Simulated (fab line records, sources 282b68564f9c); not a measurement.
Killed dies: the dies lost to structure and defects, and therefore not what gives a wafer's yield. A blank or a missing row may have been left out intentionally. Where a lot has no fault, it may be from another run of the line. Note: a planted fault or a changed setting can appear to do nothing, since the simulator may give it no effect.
A struck lot beside a sound one / flow rit_cmos / 14 steps out of a route of 202
Sound: these wafers, L483.2, L483.3, L483.6. The struck wafers were L470.2, L470.5, L470.6. The cause is given at the end.
Each step with rows lists, per side, the tool, then ch with its chambers, then its first start. Under that, the readings that differ: sound wafers / struck wafers / difference of the means / sigmas: that difference in standard deviations of wafers without a fault.
alike: words and numbers the same on both sides, and readings whose means are apart by under 2 such deviations; not compared: readings that were withheld, readings missing a value for some wafer, numbers with overlapping values and no deviation given by the record, and bounds like >300 which may hide the same value.
The two part at a step that has a row with sigmas, a row that says differs or no value, or rows on one side only. When numbers do not overlap yet have no deviation, they are printed without sigmas and do not part them. Lack of a reading on every wafer of one side parts them only where that side has two or more wafers.

first, 1 step without rows for these wafers: RIT_GATE_CVD_08 (deposits poly-Si from SiH4, target thk 250 nm, time 2220 s).
RIT_GATE_THK_MEAS_09:
  sound on film_metro-03 at day 6 02:03; struck on film_metro-02 at day 3 07:18
  alike: GATE_POLY_THK
then, 6 steps without rows for these wafers: RIT_GATE_HMDS_10 (prime time 60 s); RIT_GATE_COAT_11 (resist thk 850 nm); RIT_GATE_SOFTBAKE_12 (time 60 s); RIT_GATE_EXPOSE_13 (exposes mask M6, target cd 150 nm); RIT_GATE_PEB_14; RIT_GATE_DEVELOP_15 (develop time 50 s).
RIT_GATE_CD_MEAS_16: target cd 150 nm.
  sound on cd_sem-01 at day 6 02:58; struck on cd_sem-02 at day 3 08:13
  alike: cd_nm
RIT_GATE_OVL_MEAS_17:
  sound on overlay-01 at day 6 03:05; struck on overlay-02 at day 3 08:20
  alike: GATE_OVL
then, 1 step without rows for these wafers: RIT_GATE_HARDBAKE_18 (time 60 s).
RIT_GATE_ETCH_19: etches poly-Si in SF6/CHF3/O2, stops on SiO2, time 165 s, target depth 312.5 nm.
  sound on rie_si-01 ch 0,2, day 6 03:16; struck on rie_si-02 ch 0,3, day 3 08:31
  alike: drypump_motor_current_A, oes_product_au, throttle_valve_pct
  not compared: rf_hours_counter_h
RIT_GATE_STRIP_20: strips in O2, time 180 s.
  sound on plasma_asher-04 ch 0,1, day 6 03:22; struck on plasma_asher-02 ch 0,1, day 3 08:37
  no value came back on the struck wafers for chamber_pressure_mTorr (mTorr), drypump_motor_current_A (A); on the sound wafers chamber_pressure_mTorr (mTorr) reads 4000 3995 3997
reading=model.NOVOLAK_of_GATE_COAT_11.thk_nm (nm); sound=0 0 0; struck=661.8 664.5 669.9; difference=+665.4; sigmas=
  not compared: rf_hours_counter_h
RIT_GATE_CD_MEAS_90: target cd 150 nm.
  sound on cd_sem-01 at day 6 03:34; struck on cd_sem-01 at day 3 08:49
  alike: cd_nm

WHERE THEY PART
RIT_GATE_STRIP_20 only, going by this record. Later steps at which nothing parts them and some readings are alike: RIT_GATE_CD_MEAS_90.

WHY: what had been put in by the simulator
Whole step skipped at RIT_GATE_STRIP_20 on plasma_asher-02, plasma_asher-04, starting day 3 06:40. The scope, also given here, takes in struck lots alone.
